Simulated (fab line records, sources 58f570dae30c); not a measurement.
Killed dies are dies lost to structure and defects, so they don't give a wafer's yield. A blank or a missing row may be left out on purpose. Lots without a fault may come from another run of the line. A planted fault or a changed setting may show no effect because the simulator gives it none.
Chamber matching | flow berkeley_cmos170 | UCB170_SPACER_CVD_00 on pecvd-03: 3 sister chambers
The step deposits SiO2 from TEOS/O2, target thk 376 nm, time 47 s. 3 wafers are shown with their chamber, then 7 later ones without.

WAFERS WITH THEIR CHAMBER
wafer  | chamber | rf_fwd_power_W (W)
L833.4 | 1       | 540.8
L839.2 | 0       | 543.8
L839.3 | 2       | 548.2

WAFERS WITHOUT THEIR CHAMBER
wafer  | rf_fwd_power_W (W)
L839.5 | 548.2
L845.1 | 543.1
L845.4 | 541.8
L845.6 | 544.5
L847.2 | 545.7
L847.4 | 545.6
L847.5 | 545.7

WHICH CHAMBER EACH WENT THROUGH
wafer  | from the rows above     | in truth
L839.5 | 2                       | 2
L845.1 | can't be placed: 0 or 1 | 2
L845.4 | can't be placed: 1 or 0 | 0
L845.6 | 0                       | 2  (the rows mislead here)
L847.2 | can't be placed: 0 or 2 | 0
L847.4 | can't be placed: 0 or 2 | 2
L847.5 | can't be placed: 0 or 2 | 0
Placed correctly: 1 of 7. Can't be placed from these rows: 5 (the true chamber is among the candidates in 4). Placed wrongly: 1.
How it was worked out, from the rows above alone: a wafer's distance from a chamber is the root of the sum, over the readings, of the square of ((its reading less the chamber's mean) divided by the reading's scatter). The wafer belongs to the nearest chamber; if the next one is less than 2 further off, it can't be placed. A chamber's mean is the mean of its shown wafers. The scatter: with one shown wafer a chamber, the root of the mean of the squares of how far each hidden wafer lies from its nearest shown one.
